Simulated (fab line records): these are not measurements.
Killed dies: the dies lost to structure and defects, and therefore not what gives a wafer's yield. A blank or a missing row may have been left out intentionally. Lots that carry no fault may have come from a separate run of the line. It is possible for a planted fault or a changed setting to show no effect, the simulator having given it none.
Which tool is to blame? | flow berkeley cmos170 | 15 lots with 45 wafers sampled at 4 steps, on a route of 331 steps

== WHAT THE GAUGES READ, wafer by wafer ==
UCB170_NWELL_THK_MEAS_05.
lot  | measured    | on            | NWELL_NITRIDE_THK (nm)
L355 | day 3 00:09 | film metro-02 | 216.0 215.9 215.4
L356 | day 3 04:40 | film metro-04 | 220.0 218.6 218.4
L357 | day 3 13:40 | film metro-04 | 215.7 216.5 217.5
L358 | day 3 22:44 | film metro-01 | 219.4 219.1 218.2
L359 | day 4 03:33 | film metro-01 | 217.8 216.5 217.0
L360 | day 4 05:49 | film metro-04 | 218.3 221.7 220.6
L361 | day 4 13:04 | film metro-04 | 216.6 217.2 217.4
L363 | day 4 21:29 | film metro-04 | 215.6 215.9 213.6
L365 | day 5 06:53 | film metro-04 | 216.0 215.6 215.3
L368 | day 5 22:01 | film metro-02 | 216.0 217.0 216.7
L369 | day 6 06:59 | film metro-04 | 218.2 218.1 219.8
L370 | day 6 07:03 | film metro-04 | 216.6 217.5 216.9
L371 | day 6 14:24 | film metro-04 | 216.6 218.7 216.5
L373 | day 6 22:28 | film metro-02 | 217.6 217.6 216.9
L374 | day 7 04:13 | film metro-04 | 216.4 213.1 213.3

UCB170_WELLDRIVE_THK_MEAS_02.
lot  | measured    | on            | WELLDRIVE_OXIDE_THK (nm)
L355 | day 4 08:38 | film metro-04 | 197 199 198
L356 | day 4 14:14 | film metro-04 | 201 203 206
L357 | day 4 21:55 | film metro-04 | 204 201 202
L358 | day 5 07:29 | film metro-04 | 195 199 197
L359 | day 5 07:29 | film metro-03 | 194 195 199
L360 | day 5 07:29 | film metro-02 | 195 192 194
L361 | day 5 18:37 | film metro-04 | 193 191 192
L363 | day 6 02:29 | film metro-04 | 195 192 195
L365 | day 6 10:40 | film metro-04 | 196 201 200
L371 | day 7 18:59 | film metro-02 | 200 199 200
L373 | day 8 06:54 | film metro-02 | 199 198 201
L374 | day 8 06:55 | film metro-03 | 199 204 199

== EACH LOT AND THE TOOL THAT RAN IT (in order: tool; ch and the chambers of the sampled wafers; start) ==
lot  | UCB170_PWELL_ANNEAL_04       | UCB170_PWELL_ETCH_14
L355 | furnace-03 ch 0, day 3 15:50 | rie diel-01 ch 0,3, day 3 19:56
L356 | furnace-04 ch 0, day 3 20:14 | rie diel-01 ch 0,1,2, day 4 02:29
L357 | furnace-04 ch 0, day 4 05:14 | rie diel-01 ch 1,2,3, day 4 10:50
L358 | furnace-04 ch 0, day 4 14:14 | rie diel-01 ch 1,2,3, day 4 18:31
L359 | furnace-04 ch 0, day 4 14:14 | rie diel-03 ch 0,1,3, day 4 18:47
L360 | furnace-04 ch 0, day 4 14:14 | rie diel-02 ch 0,1, day 4 18:55
L361 | furnace-04 ch 0, day 5 04:05 | rie diel-01 ch 0,1,2, day 5 08:11
L363 | furnace-03 ch 0, day 5 11:22 | rie diel-02 ch 1,2,3, day 5 15:48
L365 | furnace-03 ch 0, day 5 20:04 | rie diel-02 ch 2,3, day 6 00:17
L368 | furnace-04, day 6 09:59      | rie diel-03 ch 0,2, day 6 14:19
L369 | furnace-04, day 6 18:20      | rie diel-01 ch 0,1,3, day 6 23:37
L370 | furnace-04, day 6 18:20      | rie diel-02 ch 0,2, day 6 23:26
L371 | furnace-02 ch 0, day 7 02:16 | rie diel-01 ch 0,2,3, day 7 07:19
L373 | furnace-04 ch 0, day 7 13:55 | rie diel-03 ch 0,2,3, day 7 18:59
L374 | furnace-04 ch 0, day 7 13:55 | rie diel-01 ch 1,2,3, day 7 18:41
- UCB170_PWELL_ANNEAL_04: time 900 s.
- UCB170_PWELL_ETCH_14: etches Si3N4 in CH3F/Ar/O2, stops on SiO2, target depth 242 nm, time 151 s.

== AS READ BY THE TOOLS THEMSELVES (means over the sampled wafers that have a number; for cases with no such wafer, the mark the record gives instead) ==
UCB170_PWELL_ANNEAL_04.
lot  | tool       | spike tc centre C (C) | spike tc load C (C) | tube_center_temp_C_max
L355 | furnace-03 | 1001.2                | 1028.0              | 1002.5
L356 | furnace-04 | 1002.6                | 1028.4              | 1002.6
L357 | furnace-04 | 1002.3                | 1026.9              | 1003.3
L358 | furnace-04 | 1003.0                | 1027.5              | 1002.7
L359 | furnace-04 | 1003.9                | 1027.1              | 1002.5
L360 | furnace-04 | 1003.7                | 1027.3              | 1003.0
L361 | furnace-04 | 1002.8                | 1026.9              | 1002.3
L363 | furnace-03 | 1003.2                | 1028.6              | 1002.4
L365 | furnace-03 | 1002.3                | 1029.1              | 1002.9
L368 | furnace-04 | -                     | -                   | -
L369 | furnace-04 | -                     | -                   | -
L370 | furnace-04 | -                     | -                   | -
L371 | furnace-02 | 1002.0                | 1027.3              | 1002.3
L373 | furnace-04 | 1003.4                | 1027.8              | 1002.6
L374 | furnace-04 | 1002.6                | 1026.7              | 1002.8

UCB170_PWELL_ETCH_14.
lot  | tool        | CH3F_flow_sccm (sccm) | drypump motor current A (A) | oes product au (a.u.) | rf fwd power W (W) | throttle valve pct (%)
L355 | rie diel-01 | 20.03                 | 5.8                         | 0.962                 | 445.8              | 7.88
L356 | rie diel-01 | 20.03                 | 5.3                         | 0.946                 | 448.5              | 8.08
L357 | rie diel-01 | 20.04                 | 5.3                         | 0.948                 | 447.6              | 7.99
L358 | rie diel-01 | 20.00                 | 5.3                         | 0.938                 | 450.0              | 7.99
L359 | rie diel-03 | 19.97                 | 5.9                         | 0.931                 | 448.3              | 7.90
L360 | rie diel-02 | 19.98                 | 5.5                         | 0.941                 | 447.4              | 8.04
L361 | rie diel-01 | 19.97                 | 5.3                         | 0.940                 | 446.7              | 8.09
L363 | rie diel-02 | 20.04                 | 5.6                         | 0.923                 | 448.0              | 8.04
L365 | rie diel-02 | 20.06                 | 5.7                         | 0.921                 | 449.5              | 8.02
L368 | rie diel-03 | 19.92                 | 5.3                         | 0.930                 | 447.7              | 7.94
L369 | rie diel-01 | 20.02                 | 5.6                         | 0.935                 | 448.0              | 7.98
L370 | rie diel-02 | 20.02                 | 5.8                         | 0.917                 | 449.5              | 8.03
L371 | rie diel-01 | 19.97                 | 5.5                         | 0.945                 | 447.5              | 7.99
L373 | rie diel-03 | 19.97                 | 5.8                         | 0.940                 | 447.8              | 7.94
L374 | rie diel-01 | 20.01                 | 5.3                         | 0.958                 | 447.0              | 7.98

== THE ANSWER, worked out from the rows above alone ==
Rule: the usual values come from the lots themselves. Put in order of their means at a reading, lots are off if they are a third of the lots or fewer, leave a main group of 4 or more, and stand apart from it by a gap of 3 or more times the standard deviation of the main group's means; of several such gaps the widest counts. Not used: any main group whose means are identical at the precision the tables above print for the reading. Also off: a lot with no number at a reading for which 4 or more lots have one. The other lots that the step has rows for count as sound. After the gauges, taken in route order, come the tools' own readings; for these a lot's mean is taken, as printed above. The first step at which some lot is off is used, and at that step the reading that is off furthest; a lot without a number counts as furthest.
Off: L368, L369, L370 (UCB170_PWELL_ANNEAL_04, spike tc centre C). Without a number there: L368, L369, L370. The main group has a mean of 1002.8 C with a standard deviation of 0.73.
A tool fits if, at that step or a process step before it, it ran every lot that is off, and no sound lot after the first of them. No candidate that was tried fits.

== WHAT THE SIMULATOR HAD PUT IN ==
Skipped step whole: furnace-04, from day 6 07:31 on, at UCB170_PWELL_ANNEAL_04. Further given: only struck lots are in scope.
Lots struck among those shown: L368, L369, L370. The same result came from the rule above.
